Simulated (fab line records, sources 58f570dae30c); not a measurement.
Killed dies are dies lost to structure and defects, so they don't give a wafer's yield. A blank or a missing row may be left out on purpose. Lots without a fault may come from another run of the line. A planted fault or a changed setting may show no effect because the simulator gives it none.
A struck lot beside a sound one | flow berkeley_cmos170 | 14 steps out of a route of 331
Sound: wafers L547.3, L547.4, L547.5. Struck: wafers L560.4, L560.5, L560.6. The cause comes at the end.
At each step with rows: each side's tool, then ch and its chambers, then its first start. Under that, the readings that differ: sound wafers | struck wafers | difference of the means | sigmas: that difference in standard deviations of wafers without a fault.
alike: readings whose means differ by less than 2 such deviations, and words and numbers that are the same on both sides. not compared: withheld readings, readings that some wafer has no value for, bounds like >300 that may hide the same value, and numbers for which the record gives no deviation and whose values overlap.
The two part at a step that has a row with sigmas, a row that says differs or no value, or rows on one side only. Numbers that don't overlap but have no deviation are shown without sigmas and don't part them. A reading that every wafer of one side lacks parts them only if that side has two wafers or more.

UCB170_ZERO_STRIP_07: strips in O2.
  sound on plasma_asher-03 ch 0,1, day 2 09:23; struck on plasma_asher-02 ch 0,1, day 5 00:41
  reading                      | sound             | struck            | difference | sigmas
  strip_time_to_endpoint_s (s) | 21.33 21.31 21.32 | 21.49 21.54 21.49 | +0.19      | +3
  alike: chamber_pressure_mTorr, drypump_motor_current_A, oes_product_au
  not compared: rf_hours_counter_h
then, 2 steps without rows for these wafers: UCB170_NWELL_WET_ETCH_00 (etches SiO2 in dHF, time 200 s); UCB170_NWELL_OXIDATION_01 (target thk 26.4 nm, ox time 1260 s).
UCB170_NWELL_THK_MEAS_02:
  sound on film_metro-03, day 2 16:19; struck on film_metro-02, day 5 05:40
  alike: NWELL_OXIDE_THK
then, 2 steps without rows for these wafers: UCB170_NWELL_ANNEAL_03 (time 900 s); UCB170_NWELL_CVD_04 (deposits Si3N4 from SiH2Cl2/NH3, target thk 224 nm, time 3360 s).
UCB170_NWELL_THK_MEAS_05:
  sound on film_metro-02, day 3 00:28; struck on film_metro-02, day 5 10:23
  alike: NWELL_NITRIDE_THK
then, 5 steps without rows for these wafers: UCB170_NWELL_HMDS_06 (prime time 60 s); UCB170_NWELL_COAT_07 (resist thk 900 nm); UCB170_NWELL_SOFTBAKE_08 (time 60 s); UCB170_NWELL_EXPOSE_09 (exposes mask NWELL, target cd 3000 nm); UCB170_NWELL_PEB_10.
UCB170_NWELL_DEVELOP_11: develop time 45 s.
  sound on litho_track-02 ch 0, day 3 01:00; struck on litho_track-02, day 5 11:00
  no value came back on the struck wafers for chill_plate_temp_C (C), develop_time_s (s); on the sound wafers chill_plate_temp_C (C) reads 22.91 22.97 23.04
  reading                                | sound             | struck            | difference | sigmas
  model.KrF_of_NWELL_COAT_07.thk_nm (nm) | 886.5 891.2 889.5 | 897.8 899.7 899.2 | +9.8       |
UCB170_NWELL_OVL_MEAS_12:
  sound on overlay-02, day 3 01:22; struck on overlay-02, day 5 11:17
  reading        | sound | struck | difference                    | sigmas
  NWELL_OVL (nm) | 4 2 4 | - - -  | no value on the struck wafers |

WHERE THEY PART
First at UCB170_ZERO_STRIP_07; last, within this record, at UCB170_NWELL_OVL_MEAS_12.

WHY: what the simulator had put in
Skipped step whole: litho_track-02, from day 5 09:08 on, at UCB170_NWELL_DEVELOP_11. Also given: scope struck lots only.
